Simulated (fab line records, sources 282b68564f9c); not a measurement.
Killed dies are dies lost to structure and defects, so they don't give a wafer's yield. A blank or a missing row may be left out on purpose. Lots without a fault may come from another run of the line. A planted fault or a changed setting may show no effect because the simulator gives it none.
Split-lot experiment | flow rit_cmos | 5 lots, 23 wafers read, on a route of 202 steps

THE SPLIT
At RIT_FOX2_OXIDATION_00 (target thk 350.7 nm, ox time 1130 s), the setting temp_c was moved away from the recipe's 1100 C on 20 of the 23 wafers read, by -0.9% to +2.5%. The other wafers ran this setting at the recipe's value.

FROM THE SPLIT TO THE READING: what the file shows between them, 23 steps
- RIT_FOX2_THK_MEAS_01
- RIT_FOX2_CLEAN_02: cleans in dHF, time 180 s
- RIT_FOX2_WET_ETCH_03: etches Si3N4 in H3PO4, target depth 195 nm, time 2700 s
- RIT_FOX2_THK_MEAS_90
- RIT_PWELL_SOFTBAKE_02: time 60 s (also split here: temp_c)
- RIT_PWELL_EXPOSE_03: exposes mask M3, target cd 43700 nm
- RIT_PWELL_PEB_04
- RIT_PWELL_DEVELOP_05: develop time 68 s
- RIT_PWELL_IMPLANT_08 (also split here: energy_kev)
- RIT_NRETRO_COAT_01: resist thk 1300 nm (also split here: spin_rpm)
- RIT_NRETRO_SOFTBAKE_02: time 60 s
- RIT_NRETRO_EXPOSE_03: exposes mask M4, target cd 43900 nm
- RIT_NRETRO_DEVELOP_05: develop time 68 s
- RIT_NRETRO_HARDBAKE_07: time 120 s
- RIT_PRETRO_COAT_01: resist thk 1300 nm (also split here: resist_thk_nm)
- RIT_PRETRO_SOFTBAKE_02: time 60 s
- RIT_PRETRO_EXPOSE_03: exposes mask M5, target cd 43700 nm
- RIT_PRETRO_DEVELOP_05: develop time 68 s
- RIT_PRETRO_HARDBAKE_07: time 120 s
- RIT_GATE_CLEAN_01: cleans in SC1, time 600 s (also split here: time_s)
- RIT_GATE_CLEAN_02: cleans in dHF, time 30 s
- RIT_GATE_CLEAN_03: cleans in SC2, time 600 s
- RIT_GATE_CLEAN_04: cleans in dHF, time 60 s

THE READING
FIELD_OXIDE_LEFT_2_THK, in nm, at RIT_FOX2_THK_MEAS_91. Fault-free wafers of this fab line usually give 259 nm, standard deviation 6.6 nm.

wafer  | tool, chamber at the split | temp_c as run, C | against the recipe | FIELD_OXIDE_LEFT_2_THK, nm | against lot-mates on the recipe
L074.1 | -, -                       | 1124             | +2.2%              | 304                        | no lot-mate on the recipe
L074.2 | -, -                       | 1124             | +2.2%              | 295                        | no lot-mate on the recipe
L074.3 | -, -                       | 1124             | +2.2%              | 294                        | no lot-mate on the recipe
L074.5 | -, -                       | 1124             | +2.2%              | 302                        | no lot-mate on the recipe
L074.6 | -, -                       | 1124             | +2.2%              | 298                        | no lot-mate on the recipe
L079.1 | -, -                       | 1121             | +1.9%              | 285                        | no lot-mate on the recipe
L079.2 | -, -                       | 1121             | +1.9%              | 285                        | no lot-mate on the recipe
L079.3 | -, -                       | 1121             | +1.9%              | 281                        | no lot-mate on the recipe
L079.4 | -, -                       | 1121             | +1.9%              | 285                        | no lot-mate on the recipe
L079.6 | -, -                       | 1121             | +1.9%              | 282                        | no lot-mate on the recipe
L080.1 | -, -                       | 1090             | -0.9%              | 233                        | no lot-mate on the recipe
L080.2 | -, -                       | 1090             | -0.9%              | 234                        | no lot-mate on the recipe
L080.4 | -, -                       | 1090             | -0.9%              | 235                        | no lot-mate on the recipe
L080.5 | -, -                       | 1090             | -0.9%              | 234                        | no lot-mate on the recipe
L080.6 | -, -                       | 1090             | -0.9%              | 238                        | no lot-mate on the recipe
L082.1 | -, -                       | 1128             | +2.5%              | 300                        | no lot-mate on the recipe
L082.3 | -, -                       | 1128             | +2.5%              | 305                        | no lot-mate on the recipe
L082.4 | -, -                       | 1128             | +2.5%              | 305                        | no lot-mate on the recipe
L082.5 | -, -                       | 1128             | +2.5%              | 304                        | no lot-mate on the recipe
L082.6 | -, -                       | 1128             | +2.5%              | 299                        | no lot-mate on the recipe
L083.1 | furnace-04, 0              | 1100             | recipe             | 250                        | -
L083.3 | furnace-04, 0              | 1100             | recipe             | 256                        | -
L083.5 | furnace-04, 0              | 1100             | recipe             | 257                        | -

THE FIT
A straight line over all 23 wafers: FIELD_OXIDE_LEFT_2_THK changes by +19.3 nm for each +1% of temp_c; r = +0.99; the points scatter about the line by 4.5 nm.
Too few moved wafers have a lot-mate on the recipe to fit a line with each lot's own level taken away.

THE WHOLE CHAIN: every reading that the file lists as answering this split, in the file's order
step                  | what it does                        | reading                                                                           | change (the file's fit)              | r (the file's)
RIT_FOX2_OXIDATION_00 | target thk 350.7 nm, ox time 1130 s | SiO2_of_FOX2_OXIDATION_00.thk_nm (the simulator's own value, which no gauge read) | +19.2 nm for each +1% of the setting | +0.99
RIT_FOX2_THK_MEAS_01  |                                     | FOX2_OXIDE_THK                                                                    | +19.3 for each +1% of the setting    | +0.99
RIT_FOX2_THK_MEAS_90  |                                     | FIELD_OXIDE_LEFT_1_THK                                                            | +19.2 for each +1% of the setting    | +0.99
RIT_FOX2_THK_MEAS_91  |                                     | FIELD_OXIDE_LEFT_2_THK                                                            | +19.3 for each +1% of the setting    | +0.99

THE FILE'S OWN FIT
FIELD_OXIDE_LEFT_2_THK changes by +19.3 nm for each +1% of temp_c, r = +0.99.
